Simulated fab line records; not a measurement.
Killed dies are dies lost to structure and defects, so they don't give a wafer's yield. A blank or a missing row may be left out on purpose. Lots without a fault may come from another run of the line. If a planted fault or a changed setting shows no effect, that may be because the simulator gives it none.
Which tool was responsible?    flow berkeley_cmos170    42 wafers from 14 lots sampled at 2 of the route's 331 steps

WHAT EACH GAUGE READ, for each wafer
UCB170_ACTIVE_CD_MEAS_13: the cd target is 1200 nm. Usual: cd_nm reads 1199.4 nm (standard deviation 1.4).
lot   measured     on         cd_nm (nm)            flag
L928  day 4 03:41  cd_sem-01  1198.1 1197.7 1198.9  
L927  day 4 03:52  cd_sem-02  1199.2 1198.0 1199.2  
L929  day 4 19:15  cd_sem-02  1199.0 1197.2 1198.0  
L930  day 5 00:49  cd_sem-01  1198.9 1199.4 1198.8  
L931  day 5 11:07  cd_sem-01  1199.9 1200.3 1200.5  
L932  day 5 11:04  cd_sem-02  1200.2 1201.9 1201.2  
L934  day 5 19:20  cd_sem-01  1199.0 1198.3 1197.7  
L933  day 5 19:37  cd_sem-01  1199.1 1200.4 1197.6  
L936  day 6 04:25  cd_sem-02  1198.2 1199.8 1199.0  
L935  day 6 04:09  cd_sem-02  1198.6 1198.1 1198.2  
L937  day 6 10:02  cd_sem-01  1201.2 1201.5 1200.7  
L945  day 7 18:04  cd_sem-02  1183.6 1183.4 1181.8  OFF
L949  day 8 13:49  cd_sem-02  1182.0 1181.6 1180.9  OFF
L950  day 8 22:39  cd_sem-02  1198.9 1198.9 1199.1  

WHICH TOOL RAN EACH LOT (tool, then ch and the chambers of the sampled wafers, then the start)
lot   UCB170_ACTIVE_SOFTBAKE_09
L928  litho_track-02 ch 0, day 4 02:49
L927  litho_track-01 ch 0, day 4 02:50
L929  litho_track-02 ch 0, day 4 18:35
L930  litho_track-02 ch 0, day 5 00:01
L931  litho_track-03 ch 0, day 5 10:19
L932  litho_track-02 ch 0, day 5 10:21
L934  litho_track-02 ch 0, day 5 18:06
L933  litho_track-01 ch 0, day 5 18:19
L936  litho_track-02 ch 0, day 6 03:35
L935  litho_track-03 ch 0, day 6 03:37
L937  litho_track-03 ch 0, day 6 09:17
L945  litho_track-01 ch 0, day 7 17:14
L949  litho_track-01 ch 0, day 8 12:29
L950  litho_track-02 ch 0, day 8 21:59
- UCB170_ACTIVE_SOFTBAKE_09: time 60 s.

WHAT THE TOOLS THEMSELVES READ (means of the sampled wafers that have a number; where no wafer has one, the mark that the record gives instead)
UCB170_ACTIVE_SOFTBAKE_09. Usual: heater_power_total_W 56.80 W, standard deviation 0.044; plate_temp_C 130.01 C, standard deviation 0.14.
lot   tool            heater_power_total_W (W)  plate_temp_C (C)  flag
L928  litho_track-02  56.86                     129.95            
L927  litho_track-01  56.83                     130.05            
L929  litho_track-02  56.80                     130.09            
L930  litho_track-02  56.82                     129.90            
L931  litho_track-03  56.83                     129.89            
L932  litho_track-02  56.78                     129.77            
L934  litho_track-02  56.75                     129.83            
L933  litho_track-01  56.83                     129.98            
L936  litho_track-02  56.78                     129.94            
L935  litho_track-03  56.80                     129.98            
L937  litho_track-03  56.81                     130.10            
L945  litho_track-01  60.03                     135.91            OFF
L949  litho_track-01  60.00                     135.71            OFF
L950  litho_track-02  56.76                     130.16            

THE ANSWER, worked out from the rows above alone
Rule: a lot counts as off when the mean over its wafers that have a number is more than 3 standard deviations away from the usual mean. A lot without any number at a reading at which 4 lots or more have one is off too. Where the step has rows for the other lots, those lots are counted as sound. Order of review: gauges by route order, followed by the tools' own readings, for which a lot's mean as printed above is used. At the first step where some lot is off, the reading lying furthest off is the one used; lots without a number count as furthest.
Off: L945, L949, at UCB170_ACTIVE_CD_MEAS_13 (cd_nm).
If a tool, at a process step before that reading, ran all the lots that are off and no sound lot after the first of them, it fits. The gauges at UCB170_ACTIVE_CD_MEAS_13 aren't tried: what is off there is off at UCB170_ACTIVE_SOFTBAKE_09 too, on other tools, and a gauge's error can't cause that. One fits: UCB170_ACTIVE_SOFTBAKE_09 on litho_track-01. A fault onset in the window from L933 (day 5 18:19, its last sound lot) to L945 (day 7 17:14, its first lot off) fits.
The tool's own readings at UCB170_ACTIVE_SOFTBAKE_09 bear it out: on the lots that are off they differ by more than 5 times the standard deviation of the sound lots' means. heater_power_total_W reads 60.02 W there against 56.80 W on the sound lots; plate_temp_C reads 135.81 C there against 129.97 C on the sound lots.

WHAT THE SIMULATOR HAD INSERTED
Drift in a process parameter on litho_track-01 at UCB170_ACTIVE_SOFTBAKE_09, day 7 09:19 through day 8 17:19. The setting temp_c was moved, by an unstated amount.
Shown lots that were struck: L945, L949. The same result came from the rule above.
